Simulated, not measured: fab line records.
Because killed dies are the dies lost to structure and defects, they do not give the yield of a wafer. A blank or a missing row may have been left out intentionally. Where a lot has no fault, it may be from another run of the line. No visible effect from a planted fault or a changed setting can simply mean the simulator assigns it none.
Struck lot and sound lot, side by side + flow ritCmos + 20 steps out of a route of 202
Sound: wafers L934.2, L934.3, L934.6. Wafers L947.1, L947.2, L947.6 were the ones struck. At the end, the cause is stated.
At each step with rows: each side's tool, then ch and its chambers, then its first start. Under that, the readings that differ: sound wafers + struck wafers + difference of the means + sigmas: that difference in standard deviations of wafers without a fault.
alike: a reading whose means differ by less than 2 such deviations, as well as words and numbers matching on both sides. not compared: withheld readings; readings where some wafer has no value; bounds like >300 that might hide an equal value; numbers whose values overlap and for which the record gives no deviation.
A row with sigmas, a row that says differs or no value, or rows on one side alone: a step with any of these is where the two part. Non-overlapping numbers with no deviation appear without sigmas and do not part them. Lack of a reading on every wafer of one side parts them only where that side has two or more wafers.

first, 2 steps without rows for these wafers: RIT_NWELL_HARDBAKE_07 (time 120 s); RIT_NWELL_IMPLANT_08.
RIT_NWELL_STRIP_09: strips in O2, time 180 s.
  sound on plasmaAsher-01 ch 0,1, day 2 17:56; struck on plasmaAsher-03 ch 0,1, day 5 10:56
  alike: drypumpMotorCurrentA
  not compared: rfHoursCounterH
RIT_NWELL_TW_MEAS_10:
  sound: filmMetro-04 at day 2 18:07; struck: filmMetro-04 at day 5 11:07
  alike: NWELL_TW
then, 6 steps without rows for these wafers: RIT_PWELL_HMDS_00 (prime time 60 s); RIT_PWELL_COAT_01 (resist thk 1300 nm); RIT_PWELL_SOFTBAKE_02 (time 60 s); RIT_PWELL_EXPOSE_03 (exposes mask M3, target cd 43700 nm); RIT_PWELL_PEB_04; RIT_PWELL_DEVELOP_05 (develop time 68 s).
RIT_PWELL_OVL_MEAS_06:
  sound: overlay-01 at day 2 19:10; struck: overlay-01 at day 5 12:11
  alike: PWELL_OVL
then, 1 step without rows for these wafers: RIT_PWELL_HARDBAKE_07 (time 120 s).
RIT_PWELL_IMPLANT_08:
  sound on implanter-01 ch 0, day 2 19:31; struck on implanter-04 ch 0, day 5 12:28
| reading          | sound                         | struck                        | difference | sigmas      |
|------------------|-------------------------------|-------------------------------|------------|-------------|
| doseIonsCm2      | 7.001e+13 7.004e+13 6.997e+13 | 4.913e+13 4.913e+13 4.923e+13 | -2.084e+13 | -99 or more |
| faradayCurrentUA | 225 221 220                   | 158 158 156                   | -65        | -16         |
  alike: beamEnergyKeV, tiltDeg
RIT_PWELL_STRIP_09: strips in O2, time 180 s.
  sound on plasmaAsher-02 ch 0,1, day 2 19:38; struck on plasmaAsher-03 ch 0,1, day 5 12:46
  alike: drypumpMotorCurrentA
  not compared: rfHoursCounterH
RIT_PWELL_TW_MEAS_10:
  sound: filmMetro-02 at day 2 19:49; struck: filmMetro-02 at day 5 12:56
| reading  | sound       | struck      | difference | sigmas |
|----------|-------------|-------------|------------|--------|
| PWELL_TW | 968 966 963 | 866 862 858 | -104       | -15    |
then, 1 step without rows for these wafers: RIT_WELLDRIVE_ANNEAL_00 (time 14700 s).
RIT_WELLDRIVE_RS_MEAS_01: a four-point-probe measurement.
  sound: filmMetro-02 at day 3 01:02; struck: filmMetro-02 at day 5 18:05
  alike: NWELL_RS
RIT_WELLDRIVE_RS_MEAS_02: a four-point-probe measurement.
  sound: filmMetro-02 at day 3 01:09; struck: filmMetro-02 at day 5 18:13
| reading           | sound             | struck            | difference | sigmas |
|-------------------|-------------------|-------------------|------------|--------|
| PWELL_RS (ohm/sq) | 428.0 429.1 427.9 | 535.8 537.6 537.2 | +108.5     | +99    |
then, 1 step without rows for these wafers: RIT_NRETRO_HMDS_00 (prime time 60 s).
RIT_M1_PROBE_99:
  sound: prober-02 at day 4 06:45; struck: prober-01 at day 6 23:37
| reading                          | sound             | struck            | difference | sigmas |
|----------------------------------|-------------------|-------------------|------------|--------|
| model.etest.nmos_0p3.rOnOhmUm    | 2208 2257 2167    | 1979 2001 1977    | -225       |        |
| model.etest.pwellPinched.rsOhmSq | 465.9 471.4 457.3 | 577 575.4 577.4   | +112       |        |
| model.etest.pwell.rsOhmSq        | 418.9 418.7 415.8 | 519.5 520.3 516.5 | +101.0     |        |
| model.etest.nmos_0p15.rOnOhmUm   | 1163 1199 1124    | 1057 1069 1061    | -100       |        |
| model.etest.nmosTurned.driveUaUm | 316.1 321.5 323.6 | 370.7 359.3 375.4 | +48.1      |        |
| model.etest.nmos_0p15.driveUaUm  | 460.3 461.3 466.3 | 513.2 501 509.9   | +45.4      |        |
| model.etest.nmosNarrow.driveUaUm | 215.8 216.3 218.9 | 257.2 252.9 262.1 | +40.4      |        |
| model.etest.nmos_0p3.driveUaUm   | 219.7 218.6 222.2 | 259 255.6 260.9   | +38        |        |
  alike: killedAtContacts, killedAtFrontEnd, killedDies, killedOpen, killedShort

== WHERE THEY PART ==
At RIT_PWELL_IMPLANT_08 first; at RIT_WELLDRIVE_RS_MEAS_02 last (within this record only). Later steps at which nothing parts them and some readings are alike: RIT_M1_PROBE_99.

WHY: what had been put in by the simulator
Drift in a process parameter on implanter-04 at RIT_PWELL_IMPLANT_08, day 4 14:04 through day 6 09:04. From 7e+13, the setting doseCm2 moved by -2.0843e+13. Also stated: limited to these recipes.
